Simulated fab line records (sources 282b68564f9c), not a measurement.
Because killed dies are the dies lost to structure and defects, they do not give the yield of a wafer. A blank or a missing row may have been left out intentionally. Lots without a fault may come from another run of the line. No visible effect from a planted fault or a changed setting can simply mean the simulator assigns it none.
Problem report, 8D (eight disciplines) form, completed by code :: flow rit_cmos :: the parts of the form that need people (team, actions taken, sign-off) are left out

1. WHAT WENT WRONG
Across 12 wafers from 4 lots, PSD_OVL at RIT_PSD_OVL_MEAS_06 averages -150.7 nm, while fault-free wafers read -0.6 nm with a standard deviation of 1.1. That is -99 or more standard deviations from the usual mean.
The first sign was on wafer L905.1 at day 4 05:38, on overlay-01. The record has a number at this step for 48 wafers belonging to 16 lots. Rule for "out", or "out of limits": more than 4 standard deviations from the usual mean. All remaining wafers that have a number are taken as sound.

2. WHAT IT IS AND WHAT IT IS NOT
question: which readings at this step
is: PSD_OVL
is not: -

question: which lots
is: L905, L908, L909, L910
is not: L899, L900, L901, L906, L911, L914, L915, L916, L917, L918, L920, L921

question: which wafers of those lots
is: all that have a number
is not: -

question: read on which gauges
is: overlay-01, overlay-02
is not: -

question: when
is: from day 4 05:38
is not: up to then (9 sound wafers); but 27 sound wafers of L906, L911, L914, L915, L916, L917, L918, L920, L921 came after

3. WHAT RULES OUT EACH SUSPECT
Counting: a tool at any process step up to the reading remains a suspect when it ran all the lots that are out and ran no sound lot after the first of those.
- the gauge at RIT_PSD_OVL_MEAS_06 is ruled out. 2 gauges (overlay-01, overlay-02) read the wafers that are out.
- iline_stepper-01 at RIT_PSD_EXPOSE_03 (exposes mask M10, target cd 40900 nm): kept. It processed each lot that is out, first L905 at day 4 05:14, and no sound lot thereafter; up to then, the last sound lot it processed was L901 at day 3 11:34.
The count leaves iline_stepper-01 at RIT_PSD_EXPOSE_03.

4. THE CAUSE (what the simulator had put in)
Scanner matching overlay: iline_stepper-01, from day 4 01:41 on, at RIT_PSD_EXPOSE_03. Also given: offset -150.
The count eliminated every tool but this one.

5. THE EFFECT CHAIN, in route order
Rows list readings where the struck wafers' mean (over those with a number) sits beyond 3 standard deviations from the usual. Only readings whose record carries a usual standard deviation are examined. hours: median over the lots of the time between each lot's start at the first step of this table that gives one and its start at this step. sigmas: the change, counted in usual standard deviations.
hours: 0
step: RIT_PSD_OVL_MEAS_06
reading: PSD_OVL
usual: -0.6 nm
on struck wafers: -150.7
change: -150.1
sigmas: -99 or more

6. HOW IT WOULD HAVE BEEN CAUGHT EARLIER
The first out-of-limits reading at a measuring or inspecting step in this record came at day 4 05:38, 4 hours after the fault's start at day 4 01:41.
Of the tool readings at RIT_PSD_EXPOSE_03 for which the record gives a usual standard deviation, none was out on any struck wafer, so an alarm limit of 4 standard deviations on them would not have fired.
Among the 4 lots that are out, L908, L909, L910 began RIT_PSD_EXPOSE_03 on iline_stepper-01 after day 4 05:38. A hold on the tool at that time would have spared those 3.
